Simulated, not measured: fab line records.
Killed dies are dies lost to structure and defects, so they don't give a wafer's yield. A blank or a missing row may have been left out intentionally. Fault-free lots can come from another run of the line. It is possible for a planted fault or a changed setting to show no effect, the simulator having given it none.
fab line records ; flow berkeley-cmos170
record: lots: 12; wafers: 36; last-day: 11
route steps=331 shown NWELL@16 PLDD@154 V1@255 M3@325
lots that met no fault: taken from a fault-free run of the same line
start-h: hours from the record's opening day to when the first of the lot's shown wafers began ; wait-h: how many hours have passed since the lot's step before this one ; " as in the row above ; L1.1+2: several wafers, shown together as one row ; - no value present, or no start provided ; * or withheld: withheld ; < > ~ a bound
route shown NAME@n: names a module that has steps shown in the file, with the first one's number in the route ; usual: the fault-free wafers' mean and standard deviation ; same: alike in all rows ; chamber/n: place in a boat ; sites: readings site by site ; _std_site: standard deviation across them ; _edge_site: the outer-site mean with the inner-site mean subtracted ; radius-mm: how far each site lies from the wafer's centre ; mask NAME#n: copy n ; behind: the last tool/chamber to shape the wafer ; hold: cause of the lot's hold/its duration in hours/its outcome ; device: the transistor (n, p or np) that didn't switch ; end of line: the route-end tests of the same wafers ; step lacking rows: just its recipe ; killed: dies that structure and defects cost at the first sort, which is not the same as the wafer's yield ; map: per-die view of a wafer (x killed, . not killed, _ where there is no die)
set.NAME: the setting as run; set.NAME@STEP: as run at that earlier step ; model.NAME: the simulator's own value behind a step, which no gauge read
route steps across a sampled set of lots; one table per step, one row per wafer
services: when a tool's chamber went out of use (start-h, in hours from the record's first day, below 0 if earlier), for how many hours, and the reason
== steps ==
step: UCB170_NWELL_THK_MEAS_02
recipe: reads: SiO2_of_NWELL_OXIDATION_01
usual: NWELL_OXIDE_THK: 26.3/0.46
lot.wafer;tool;chamber;start-h;wait-h;NWELL_OXIDE_THK[nm]
L659.2;film-metro-01;-;25.27;0.0;26.3
L659.3;film-metro-01;-;25.27;0.0;26.5
L659.6;film-metro-01;-;25.27;0.0;26.4
L660.2;film-metro-02;-;34.09;0.0;27.4
L660.5;film-metro-02;-;34.09;0.0;27.0
L660.6;film-metro-02;-;34.09;0.0;26.8
L661.1;film-metro-02;-;38.82;0.0;26.2
L661.2;film-metro-02;-;38.82;0.0;26.3
L661.4;film-metro-02;-;38.82;0.0;26.1
L662.1;film-metro-02;-;45.02;0.0;27.0
L662.4;film-metro-02;-;45.02;0.0;27.2
L662.6;film-metro-02;-;45.02;0.0;26.8
L663.2;film-metro-01;-;45.03;0.0;26.4
L663.3;film-metro-01;-;45.03;0.0;26.7
L663.5;film-metro-01;-;45.03;0.0;26.6
L664.1;film-metro-02;-;56.14;0.0;26.0
L664.2;film-metro-02;-;56.14;0.0;26.4
L664.4;film-metro-02;-;56.14;0.0;25.8
L665.2;film-metro-04;-;56.15;0.0;26.7
L665.3;film-metro-04;-;56.15;0.0;25.9
L665.4;film-metro-04;-;56.15;0.0;26.6
L666.1;film-metro-01;-;61.03;0.0;26.9
L666.2;film-metro-01;-;61.03;0.0;26.9
L666.5;film-metro-01;-;61.03;0.0;26.9
L667.1;film-metro-04;-;61.03;0.0;25.9
L667.2;film-metro-04;-;61.03;0.0;25.8
L667.5;film-metro-04;-;61.03;0.0;25.6
L673.2;film-metro-02;-;89.88;0.0;25.6
L673.3;film-metro-02;-;89.88;0.0;26.2
L673.6;film-metro-02;-;89.88;0.0;26.1
L676.2;film-metro-04;-;108.85;0.0;26.2
L676.4;film-metro-04;-;108.85;0.0;26.1
L676.6;film-metro-04;-;108.85;0.0;26.4
L680.4;film-metro-01;-;134.01;0.0;25.7
L680.5;film-metro-01;-;134.01;0.0;25.7
L680.6;film-metro-01;-;134.01;0.0;26.0
step: UCB170_PLDD_IMPLANT_09
recipe: species: BF2; dose-cm2: 5e+13; energy-kev: 10; tilt-deg: 7; rotation-deg: 180
usual: dose-ions-cm2: 5.001e+13/4.9e+10; faraday-current-uA: 158/3.1
lot.wafer;tool;chamber;start-h;wait-h;dose-ions-cm2;faraday-current-uA
L659.2;implanter-04;0;120.36;0.1;5.001e+13;156
L659.3;implanter-04;0;120.36;0.1;5.005e+13;159
L659.6;implanter-04;0;120.36;0.1;5.002e+13;158
L660.2;implanter-01;0;137.95;0.1;4.999e+13;161
L660.5;implanter-01;0;137.95;0.1;5.003e+13;163
L660.6;implanter-01;0;137.95;0.1;4.996e+13;161
L661.1;implanter-01;0;144.48;0.1;5.004e+13;158
L661.2;implanter-01;0;144.48;0.1;5.012e+13;163
L661.4;implanter-01;0;144.48;0.1;5.002e+13;163
L663.2;implanter-04;0;152.70;0.1;5.003e+13;162
L663.3;implanter-04;0;152.70;0.1;5.003e+13;158
L663.5;implanter-04;0;152.70;0.1;5.004e+13;167
L662.1;implanter-03;0;153.03;0.1;4.998e+13;159
L662.4;implanter-03;0;153.03;0.1;5e+13;155
L662.6;implanter-03;0;153.03;0.1;4.996e+13;154
L666.1;implanter-01;0;154.72;0.1;5.01e+13;157
L666.2;implanter-01;0;154.72;0.1;5.008e+13;157
L666.5;implanter-01;0;154.72;0.1;5e+13;156
L665.2;implanter-04;0;154.92;0.1;5.005e+13;157
L665.3;implanter-04;0;154.92;0.1;5.008e+13;157
L665.4;implanter-04;0;154.92;0.1;5.001e+13;163
L667.1;implanter-01;0;164.47;0.1;5.008e+13;158
L667.2;implanter-01;0;164.47;0.1;5.004e+13;155
L667.5;implanter-01;0;164.47;0.1;5.009e+13;154
L664.1;implanter-01;0;165.75;0.1;5.006e+13;161
L664.2;implanter-01;0;165.75;0.1;4.997e+13;156
L664.4;implanter-01;0;165.75;0.1;5e+13;155
L673.2;implanter-04;0;195.62;0.1;2.758e+13;87
L673.3;implanter-04;0;195.62;0.1;2.755e+13;88
L673.6;implanter-04;0;195.62;0.1;2.751e+13;89
L676.2;implanter-04;0;202.15;0.1;2.757e+13;88
L676.4;implanter-04;0;202.15;0.1;2.755e+13;86
L676.6;implanter-04;0;202.15;0.1;2.751e+13;85
L680.4;implanter-03;0;229.64;0.1;4.998e+13;158
L680.5;implanter-03;0;229.64;0.1;5.003e+13;159
L680.6;implanter-03;0;229.64;0.1;5.009e+13;156
step: UCB170_PLDD_TW_MEAS_11
usual: PLDD_TW: 1019/6.4
lot.wafer;tool;chamber;start-h;wait-h;PLDD_TW
L659.2;film-metro-01;-;120.60;0.1;1024
L659.3;film-metro-01;-;120.60;0.1;1018
L659.6;film-metro-01;-;120.60;0.1;1020
L660.2;film-metro-04;-;138.19;0.1;1030
L660.5;film-metro-04;-;138.19;0.1;1025
L660.6;film-metro-04;-;138.19;0.1;1023
L661.1;film-metro-03;-;144.73;0.1;1016
L661.2;film-metro-03;-;144.73;0.1;1013
L661.4;film-metro-03;-;144.73;0.1;1017
L663.2;film-metro-03;-;152.93;0.1;1010
L663.3;film-metro-03;-;152.93;0.1;1010
L663.5;film-metro-03;-;152.93;0.1;1017
L662.1;film-metro-04;-;153.28;0.1;1028
L662.4;film-metro-04;-;153.28;0.1;1027
L662.6;film-metro-04;-;153.28;0.1;1022
L666.1;film-metro-01;-;154.97;0.1;1021
L666.2;film-metro-01;-;154.97;0.1;1015
L666.5;film-metro-01;-;154.97;0.1;1017
L665.2;film-metro-01;-;155.15;0.1;1020
L665.3;film-metro-01;-;155.15;0.1;1016
L665.4;film-metro-01;-;155.15;0.1;1018
L667.1;film-metro-01;-;164.72;0.1;1018
L667.2;film-metro-01;-;164.72;0.1;1017
L667.5;film-metro-01;-;164.72;0.1;1028
L664.1;film-metro-03;-;166.00;0.1;1014
L664.2;film-metro-03;-;166.00;0.1;1017
L664.4;film-metro-03;-;166.00;0.1;1016
L673.2;film-metro-01;-;195.89;0.1;933
L673.3;film-metro-01;-;195.89;0.1;938
L673.6;film-metro-01;-;195.89;0.1;939
L676.2;film-metro-03;-;202.38;0.1;940
L676.4;film-metro-03;-;202.38;0.1;939
L676.6;film-metro-03;-;202.38;0.1;938
L680.4;film-metro-01;-;229.84;0.1;1014
L680.5;film-metro-01;-;229.84;0.1;1018
L680.6;film-metro-01;-;229.84;0.1;1020
step: UCB170_SDANNEAL_RS_MEAS_04
recipe: thk-meas-gauge: four-point-probe
usual: PLDD_RS: 1030.3/2.7
lot.wafer;tool;chamber;start-h;wait-h;PLDD_RS[ohm/sq]
L659.2;film-metro-01;-;133.21;0.1;1026.5
L659.3;film-metro-01;-;133.21;0.1;1029.0
L659.6;film-metro-01;-;133.21;0.1;1027.4
L660.2;film-metro-03;-;151.03;0.1;1034.9
L660.5;film-metro-03;-;151.03;0.1;1032.2
L660.6;film-metro-03;-;151.03;0.1;1028.7
L661.1;film-metro-01;-;156.59;0.1;1031.8
L661.2;film-metro-01;-;156.59;0.1;1030.4
L661.4;film-metro-01;-;156.59;0.1;1031.5
L666.1;film-metro-03;-;166.57;0.1;1031.5
L666.2;film-metro-03;-;166.57;0.1;1032.3
L666.5;film-metro-03;-;166.57;0.1;1031.6
L662.1;film-metro-04;-;167.02;0.1;1027.5
L662.4;film-metro-04;-;167.02;0.1;1029.2
L662.6;film-metro-04;-;167.02;0.1;1029.8
L663.2;film-metro-04;-;167.52;0.1;1034.9
L663.3;film-metro-04;-;167.52;0.1;1032.3
L663.5;film-metro-04;-;167.52;0.1;1029.7
L665.2;film-metro-03;-;167.90;0.1;1030.8
L665.3;film-metro-03;-;167.90;0.1;1033.8
L665.4;film-metro-03;-;167.90;0.1;1032.1
L667.1;film-metro-03;-;178.90;0.1;1027.7
L667.2;film-metro-03;-;178.90;0.1;1034.4
L667.5;film-metro-03;-;178.90;0.1;1029.3
L664.1;film-metro-04;-;179.25;0.1;1031.7
L664.2;film-metro-04;-;179.25;0.1;1026.5
L664.4;film-metro-04;-;179.25;0.1;1030.3
L673.2;film-metro-01;-;207.73;0.1;1261.5
L673.3;film-metro-01;-;207.73;0.1;1258.3
L673.6;film-metro-01;-;207.73;0.1;1259.0
L676.2;film-metro-03;-;212.36;0.1;1255.6
L676.4;film-metro-03;-;212.36;0.1;1256.0
L676.6;film-metro-03;-;212.36;0.1;1252.6
L680.4;film-metro-04;-;241.26;0.1;1031.9
L680.5;film-metro-04;-;241.26;0.1;1030.6
L680.6;film-metro-04;-;241.26;0.1;1031.5
step: UCB170_V1_THK_MEAS_01
recipe: reads: SiO2_of_V1_CVD_00
usual: V1_TEOS_THK: 1998/24
lot.wafer;tool;chamber;start-h;wait-h;V1_TEOS_THK[nm]
L659.2;film-metro-01;-;145.60;0.1;1974
L659.3;film-metro-01;-;145.60;0.1;1977
L659.6;film-metro-01;-;145.60;0.1;1999
L660.2;film-metro-01;-;160.99;0.1;1998
L660.5;film-metro-01;-;160.99;0.1;2006
L660.6;film-metro-01;-;160.99;0.1;2006
L661.1;film-metro-01;-;171.31;0.1;1964
L661.2;film-metro-01;-;171.31;0.1;1971
L661.4;film-metro-01;-;171.31;0.1;1983
L662.1;film-metro-01;-;181.39;0.1;1987
L662.4;film-metro-01;-;181.39;0.1;2000
L662.6;film-metro-01;-;181.39;0.1;2030
L666.1;film-metro-04;-;181.39;0.1;1999
L666.2;film-metro-04;-;181.39;0.1;1997
L666.5;film-metro-04;-;181.39;0.1;2040
L663.2;film-metro-02;-;181.47;0.2;1983
L663.3;film-metro-02;-;181.47;0.2;2023
L663.5;film-metro-02;-;181.47;0.2;1999
L665.2;film-metro-04;-;181.55;0.1;1983
L665.3;film-metro-04;-;181.55;0.1;1974
L665.4;film-metro-04;-;181.55;0.1;2010
L667.1;film-metro-02;-;191.82;0.1;1989
L667.2;film-metro-02;-;191.82;0.1;1951
L667.5;film-metro-02;-;191.82;0.1;1974
L664.1;film-metro-01;-;194.65;0.1;1990
L664.2;film-metro-01;-;194.65;0.1;1995
L664.4;film-metro-01;-;194.65;0.1;2043
L673.2;film-metro-01;-;220.86;0.1;1976
L673.3;film-metro-01;-;220.86;0.1;1994
L673.6;film-metro-01;-;220.86;0.1;2002
L676.2;film-metro-04;-;224.81;0.1;2010
L676.4;film-metro-04;-;224.81;0.1;2028
L676.6;film-metro-04;-;224.81;0.1;2040
L680.4;film-metro-04;-;254.13;0.0;2041
L680.5;film-metro-04;-;254.13;0.0;1985
L680.6;film-metro-04;-;254.13;0.0;2005
step: UCB170_M3_OVL_MEAS_16
usual: M3_OVL: 0/5
lot.wafer;tool;chamber;start-h;wait-h;M3_OVL[nm]
L659.2;overlay-01;-;160.03;0.1;6
L659.3;overlay-01;-;160.03;0.1;0
L659.6;overlay-01;-;160.03;0.1;3
L660.2;overlay-02;-;176.23;0.1;1
L660.5;overlay-02;-;176.23;0.1;2
L660.6;overlay-02;-;176.23;0.1;7
L661.1;overlay-01;-;184.39;0.1;-2
L661.2;overlay-01;-;184.39;0.1;2
L661.4;overlay-01;-;184.39;0.1;-3
L666.1;overlay-01;-;195.84;0.1;-6
L666.2;overlay-01;-;195.84;0.1;0
L666.5;overlay-01;-;195.84;0.1;-5
L662.1;overlay-02;-;200.15;0.1;4
L662.4;overlay-02;-;200.15;0.1;2
L662.6;overlay-02;-;200.15;0.1;-7
L663.2;overlay-02;-;200.79;0.1;-2
L663.3;overlay-02;-;200.79;0.1;1
L663.5;overlay-02;-;200.79;0.1;-4
L665.2;overlay-01;-;200.91;0.1;-3
L665.3;overlay-01;-;200.91;0.1;1
L665.4;overlay-01;-;200.91;0.1;-4
L667.1;overlay-02;-;206.42;0.1;1
L667.2;overlay-02;-;206.42;0.1;6
L667.5;overlay-02;-;206.42;0.1;1
L664.1;overlay-01;-;207.26;0.1;-6
L664.2;overlay-01;-;207.26;0.1;-9
L664.4;overlay-01;-;207.26;0.1;-13
L673.2;overlay-02;-;232.71;0.1;7
L673.3;overlay-02;-;232.71;0.1;-4
L673.6;overlay-02;-;232.71;0.1;-2
L676.2;overlay-01;-;236.33;0.1;3
L676.4;overlay-01;-;236.33;0.1;-5
L676.6;overlay-01;-;236.33;0.1;0
L680.4;overlay-01;-;263.62;0.1;8
L680.5;overlay-01;-;263.62;0.1;5
L680.6;overlay-01;-;263.62;0.1;10
== services ==
tool;chamber;start-h;hours;kind
implanter-03;-;125.25;2.0;repair
implanter-01;-;156.96;3.1;repair
implanter-03;-;164.07;4.3;repair
implanter-03;-;164.65;4.2;repair
== key ==
first-sign: step: UCB170_PLDD_IMPLANT_09; reading: dose-ions-cm2; direction: down; sigmas: 99+; usual: 5.001e+13; struck: 2.754e+13
effect: step: UCB170_PLDD_IMPLANT_09; reading: faraday-current-uA; direction: down; sigmas: 23; usual: 158; struck: 87
effect: step: UCB170_PLDD_TW_MEAS_11; reading: PLDD_TW; direction: down; sigmas: 13; usual: 1019; struck: 938
effect: step: UCB170_SDANNEAL_RS_MEAS_04; reading: PLDD_RS; direction: up; sigmas: 84; usual: 1030.3; struck: 1257.2
met-at UCB170_PLDD_IMPLANT_09
struck-lots L673,L676
tester-left-out L673,L676
not-acting-at UCB170_NWELL_THK_MEAS_02,UCB170_V1_THK_MEAS_01,UCB170_M3_OVL_MEAS_16
onset-between 154.92 195.62
fault: kind: process-parameter-drift; tool: implanter-04; chamber: -; onset-h: 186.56; steps: UCB170_PLDD_IMPLANT_09; channel: dose-cm2; offset: -2.25e+13; shape: step; end-h: 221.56; acts-in: these-recipes-only; stated: 5e+13
tester-left-out: of these lots the tester's yield and bins aren't shown, on N5 and GAA mostly nor the transistor test; their killed dies are dies lost to structure and defects alone, not to doping, threshold or leakage, so they don't give the yield
